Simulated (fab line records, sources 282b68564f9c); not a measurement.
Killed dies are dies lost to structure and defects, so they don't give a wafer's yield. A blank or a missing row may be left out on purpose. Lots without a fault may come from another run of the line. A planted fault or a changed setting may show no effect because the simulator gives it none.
A struck lot beside a sound one | flow rit_cmos | 18 steps out of a route of 202
Sound: wafers L294.1, L294.2, L294.4. Struck: wafers L307.2, L307.3, L307.5. The cause comes at the end.
At each step with rows: each side's tool, then ch and its chambers, then its first start. Under that, the readings that differ: sound wafers | struck wafers | difference of the means | sigmas: that difference in standard deviations of wafers without a fault.
alike: readings whose means differ by less than 2 such deviations, and words and numbers that are the same on both sides. not compared: withheld readings, readings that some wafer has no value for, bounds like >300 that may hide the same value, and numbers for which the record gives no deviation and whose values overlap.
The two part at a step that has a row with sigmas, a row that says differs or no value, or rows on one side only. Numbers that don't overlap but have no deviation are shown without sigmas and don't part them. A reading that every wafer of one side lacks parts them only if that side has two wafers or more.

RIT_M1_SPUTTER_00: material Al, target thk 400 nm, time 500 s.
  sound on pvd_sputter-01, day 4 21:34; struck on pvd_sputter-04, day 7 18:26
  alike: throttle_valve_pct
RIT_M1_RS_MEAS_01: measures by four-point-probe.
  sound on film_metro-04, day 4 21:51; struck on film_metro-04, day 7 18:45
  alike: M1_AL_RS
RIT_M1_THK_MEAS_02: measures by xrf.
  sound on film_metro-04, day 4 21:58; struck on film_metro-04, day 7 18:52
  alike: M1_AL_THK
then, 6 steps without rows for these wafers: RIT_M1_HMDS_03 (prime time 60 s); RIT_M1_COAT_04 (resist thk 1300 nm); RIT_M1_SOFTBAKE_05 (time 60 s); RIT_M1_EXPOSE_06 (exposes mask M12, target cd 2600 nm); RIT_M1_PEB_07; RIT_M1_DEVELOP_08 (develop time 68 s).
RIT_M1_CD_MEAS_09: target cd 2600 nm.
  sound on cd_sem-02, day 4 22:55; struck on cd_sem-02, day 7 20:06
  reading    | sound                | struck               | difference | sigmas
  cd_nm (nm) | 2601.5 2603.2 2603.9 | 2597.1 2595.5 2597.4 | -6.2       | -2
RIT_M1_OVL_MEAS_10:
  sound on overlay-01, day 4 23:02; struck on overlay-01, day 7 20:12
  alike: M1_OVL
then, 1 step without rows for these wafers: RIT_M1_HARDBAKE_11 (time 120 s).
RIT_M1_METAL_ETCH_12: etches Al in Cl2/BCl3, stops on SiO2, time 165 s, target depth 600 nm.
  sound on rie_metal-04 ch 0,1, day 4 23:19; struck on rie_metal-01 ch 0, day 7 20:35
  reading                                  | sound             | struck            | difference | sigmas
  drypump_motor_current_A (A)              | 5.5 5.9 5.5       | 6.4 6.4 6.4       | +0.8       | +2
  oes_product_au (a.u.)                    | 0.779 0.773 0.781 | 0.638 0.641 0.648 | -0.135     | -14
  over_etch_frac                           | 0.5 0.5 0.5       | 1.039 1.039 1.039 | +0.539     |
  model.NOVOLAK_of_M1_COAT_04.thk_nm (nm)  | 817.3 821.9 812.5 | 703.7 709.2 709.7 | -109.7     |
  model.SiO2_of_CONTACT_CVD_00.thk_nm (nm) | 361.3 369.8 372.5 | 347.1 347.4 356.3 | -17.6      |
  model.M1.feature_depth_nm (nm)           | 438.6 440.4 438.7 | 454.2 446.2 450.5 | +11.1      |
  alike: mfc_cl2_sccm, throttle_valve_pct
  not compared: rf_hours_counter_h
then, 1 step without rows for these wafers: RIT_M1_STRIP_13 (strips in nmp, time 600 s).
RIT_M1_STRIP_14: strips in O2, time 180 s.
  sound on plasma_asher-03 ch 0,1, day 4 23:39; struck on plasma_asher-04 ch 0,1, day 7 20:55
  alike: drypump_motor_current_A, rf_refl_power_W
  not compared: rf_hours_counter_h
RIT_M1_CD_MEAS_90: target cd 2600 nm.
  sound on cd_sem-02, day 4 23:50; struck on cd_sem-01, day 7 21:07
  reading    | sound          | struck         | difference | sigmas
  cd_nm (nm) | 2605 2601 2606 | 2589 2588 2589 | -15        | -5
then, 1 step without rows for these wafers: RIT_M1_ANNEAL_15 (time 1800 s).
RIT_M1_PROBE_99:
  sound on prober-01, day 5 01:34; struck on prober-01, day 8 00:09
  reading                               | sound                        | struck                     | difference | sigmas
  model.etest.antenna_m1.vt_shift_v (V) | -0.008016 -0.009212 -0.01136 | -0.02108 -0.01998 -0.01831 | -0.01026   |
  alike: defect_limited_yield, killed_at_contacts, killed_at_front_end, killed_dies, killed_open, killed_short, sort_bin_3_pad_short, sort_bin_5_function, sort_bin_6_memory, sort_n_pass, sort_yield_pct

WHERE THEY PART
First at RIT_M1_CD_MEAS_09; last, within this record, at RIT_M1_CD_MEAS_90. Later steps at which nothing parts them and some readings are alike: RIT_M1_PROBE_99.

WHY: what the simulator had put in
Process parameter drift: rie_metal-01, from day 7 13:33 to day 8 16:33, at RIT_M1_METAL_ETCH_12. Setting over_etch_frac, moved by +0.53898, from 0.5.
